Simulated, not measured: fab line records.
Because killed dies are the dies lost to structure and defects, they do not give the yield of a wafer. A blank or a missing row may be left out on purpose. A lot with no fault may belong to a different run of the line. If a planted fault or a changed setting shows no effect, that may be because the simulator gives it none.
Which tool is to blame?    flow rit cmos    21 wafers from 7 lots sampled at 2 of the route's 202 steps

## WHAT EACH GAUGE READ, for each wafer
RIT_GATE_CD_MEAS_16: the cd target is 150 nm.
lot   measured     on         cd nm (nm)
L432  day 2 22:29  cd sem-01  149.3 152.4 152.3
L434  day 3 05:07  cd sem-01  151.6 151.3 150.5
L436  day 3 16:35  cd sem-01  147.5 147.2 147.4
L445  day 5 15:50  cd sem-02  143.4 143.7 144.9
L450  day 6 15:26  cd sem-01  149.3 150.1 148.9
L452  day 7 00:49  cd sem-01  150.2 150.3 152.7
L454  day 7 09:34  cd sem-02  152.1 154.0 154.7

## WHICH TOOL RAN EACH LOT (tool, then ch and the chambers of the sampled wafers, then the start)
lot   RIT_GATE_DEVELOP_15
L432  litho track-04 ch 0, day 2 22:00
L434  litho track-04 ch 0, day 3 04:00
L436  litho track-02 ch 0, day 3 16:00
L445  litho track-04 ch 0, day 5 15:00
L450  litho track-03 ch 0, day 6 15:00
L452  litho track-03 ch 0, day 7 00:00
L454  litho track-02 ch 0, day 7 09:00
- RIT_GATE_DEVELOP_15: develop time 50 s.

## THE ANSWER, worked out from the rows above alone
Rule: the lots themselves supply what counts as usual. The widest of any qualifying gaps counts: lots, ordered by their means at a reading, are off when they make up no more than a third of the lots, leave a main group of 4 or more, and stand apart from it by 3 or more times the standard deviation of that group's means. A main group whose means are all the same, to the digits that the tables above print for the reading, isn't used. Also off: a lot with no number at a reading for which 4 or more lots have one. The other lots that the step has rows for count as sound.
Across all readings shown, no lot is off: no conclusion can be drawn from this.

## WHAT WAS PUT IN BY THE SIMULATOR
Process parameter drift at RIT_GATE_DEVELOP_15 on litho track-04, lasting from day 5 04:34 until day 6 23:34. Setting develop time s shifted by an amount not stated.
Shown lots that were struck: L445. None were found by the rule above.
